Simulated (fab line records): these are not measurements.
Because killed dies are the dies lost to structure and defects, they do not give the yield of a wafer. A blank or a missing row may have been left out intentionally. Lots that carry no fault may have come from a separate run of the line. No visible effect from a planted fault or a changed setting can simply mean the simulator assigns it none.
Which of the tools did it?	flow rit cmos	Sampling: 7 lots, 21 wafers, 2 of 202 route steps

## WHAT THE GAUGES SHOWED, per wafer
RIT_GATE_THK_MEAS_07.
lot	measured	on	GATE_OXIDE_THK (nm)
L665	day 2 14:47	film metro-01	3.02 2.96 3.06
L667	day 3 01:14	film metro-04	3.08 3.03 3.04
L669	day 3 11:43	film metro-03	3.05 3.02 3.01
L671	day 3 21:40	film metro-03	3.00 2.86 2.92
L677	day 5 02:45	film metro-04	4.96 4.94 4.92
L681	day 5 23:00	film metro-04	4.87 4.85 4.89
L685	day 6 18:47	film metro-04	2.92 2.91 2.92

## WHICH TOOL RAN EACH LOT (tool, then ch and the chambers of the sampled wafers, then the start)
lot	RIT_GATE_OXIDATION_05
L665	furnace-04 ch 0, day 2 13:28
L667	furnace-03 ch 0, day 2 23:55
L669	furnace-04 ch 0, day 3 10:23
L671	furnace-01 ch 0, day 3 20:19
L677	furnace-01 ch 0, day 5 01:24
L681	furnace-01 ch 0, day 5 21:40
L685	furnace-04 ch 0, day 6 17:28
- RIT_GATE_OXIDATION_05: target thk 3 nm, ox time 270 s.

## THE ANSWER, worked out from the rows above alone
Rule: usual is defined by the lots themselves. Put in order of their means at a reading, lots are off if they are a third of the lots or fewer, leave a main group of 4 or more, and stand apart from it by a gap of 3 or more times the standard deviation of the main group's means; of several such gaps the widest counts. The tables above print the reading to a certain number of digits; a main group whose means all agree to those digits is not used. Also off: a lot with no number at a reading for which 4 or more lots have one. Where the step has rows for the other lots, those lots are counted as sound.
Off: L677, L681, seen at RIT_GATE_THK_MEAS_07 (GATE_OXIDE_THK). Main group: mean 2.99 nm, sd 0.054.
A tool fits if, at a process step before that reading, it ran every lot that is off, and no sound lot after the first of them. Gauges at RIT_GATE_THK_MEAS_07: tried the same way as those tools. One fits: RIT_GATE_OXIDATION_05 on furnace-01. A fault onset in the window from L671 (day 3 20:19, its last sound lot) to L677 (day 5 01:24, its first lot off) fits.

## WHAT THE SIMULATOR HAD PUT IN
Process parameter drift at RIT_GATE_OXIDATION_05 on furnace-01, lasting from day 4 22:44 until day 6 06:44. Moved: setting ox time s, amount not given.
Lots struck among those shown: L677, L681. The rule given above showed the same thing.
